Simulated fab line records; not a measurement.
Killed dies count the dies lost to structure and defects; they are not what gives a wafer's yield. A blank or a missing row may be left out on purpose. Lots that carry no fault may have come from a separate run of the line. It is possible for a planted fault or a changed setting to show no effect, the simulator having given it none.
Chamber matching / flow berkeley-cmos170 / UCB170_SPACER_CVD_00 on pecvd-03: 3 sister chambers
The step deposits SiO2 from TEOS/O2, target thk 376 nm, time 47 s. 16 wafers are shown with their chamber, then 8 later ones without.

WAFERS PAIRED WITH THEIR CHAMBERS
wafer=L789.2; chamber=0; heater-power-w (W)=309
wafer=L789.3; chamber=1; heater-power-w (W)=221
wafer=L789.4; chamber=2; heater-power-w (W)=241
wafer=L790.1; chamber=0; heater-power-w (W)=278
wafer=L790.2; chamber=2; heater-power-w (W)=202
wafer=L790.5; chamber=0; heater-power-w (W)=301
wafer=L802.2; chamber=0; heater-power-w (W)=328
wafer=L802.3; chamber=1; heater-power-w (W)=250
wafer=L802.4; chamber=0; heater-power-w (W)=339
wafer=L806.1; chamber=1; heater-power-w (W)=189
wafer=L806.2; chamber=0; heater-power-w (W)=335
wafer=L806.6; chamber=2; heater-power-w (W)=183
wafer=L805.1; chamber=1; heater-power-w (W)=257
wafer=L805.3; chamber=0; heater-power-w (W)=364
wafer=L805.5; chamber=0; heater-power-w (W)=256
wafer=L807.2; chamber=0; heater-power-w (W)=335

SIGNATURES (means of the wafers above)
reading=heater-power-w; chamber 0=316.11; chamber 1=229.25; chamber 2=208.67; scatter within a chamber=32.4
Rule: distance of a wafer from a chamber = root of the sum over the readings of ((wafer's reading minus chamber's mean) / reading's scatter) squared. The wafer belongs to the nearest chamber; if the next one is less than 2 further off, it can't be placed. The scatter: the root of (the sum of the squares of (reading less its chamber's mean) over the shown wafers, divided by (wafers less chambers)).

WAFERS WITHOUT THEIR CHAMBER
wafer=L807.3; heater-power-w (W)=215
wafer=L807.6; heater-power-w (W)=268
wafer=L808.2; heater-power-w (W)=270
wafer=L808.5; heater-power-w (W)=182
wafer=L808.6; heater-power-w (W)=352
wafer=L810.1; heater-power-w (W)=334
wafer=L810.3; heater-power-w (W)=191
wafer=L810.6; heater-power-w (W)=245

WHICH CHAMBER EACH WENT THROUGH
wafer=L807.3; from the rows above=can't be placed: 2 or 1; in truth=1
wafer=L807.6; from the rows above=can't be placed: 1 or 0 or 2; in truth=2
wafer=L808.2; from the rows above=can't be placed: 1 or 0 or 2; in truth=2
wafer=L808.5; from the rows above=can't be placed: 2 or 1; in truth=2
wafer=L808.6; from the rows above=0; in truth=0
wafer=L810.1; from the rows above=0; in truth=0
wafer=L810.3; from the rows above=can't be placed: 2 or 1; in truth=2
wafer=L810.6; from the rows above=can't be placed: 1 or 2 or 0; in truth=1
Correctly placed: 2 of 8. Cannot be placed on the basis of these rows: 6; the candidates contain the true chamber in 6. Number placed wrongly: 0.
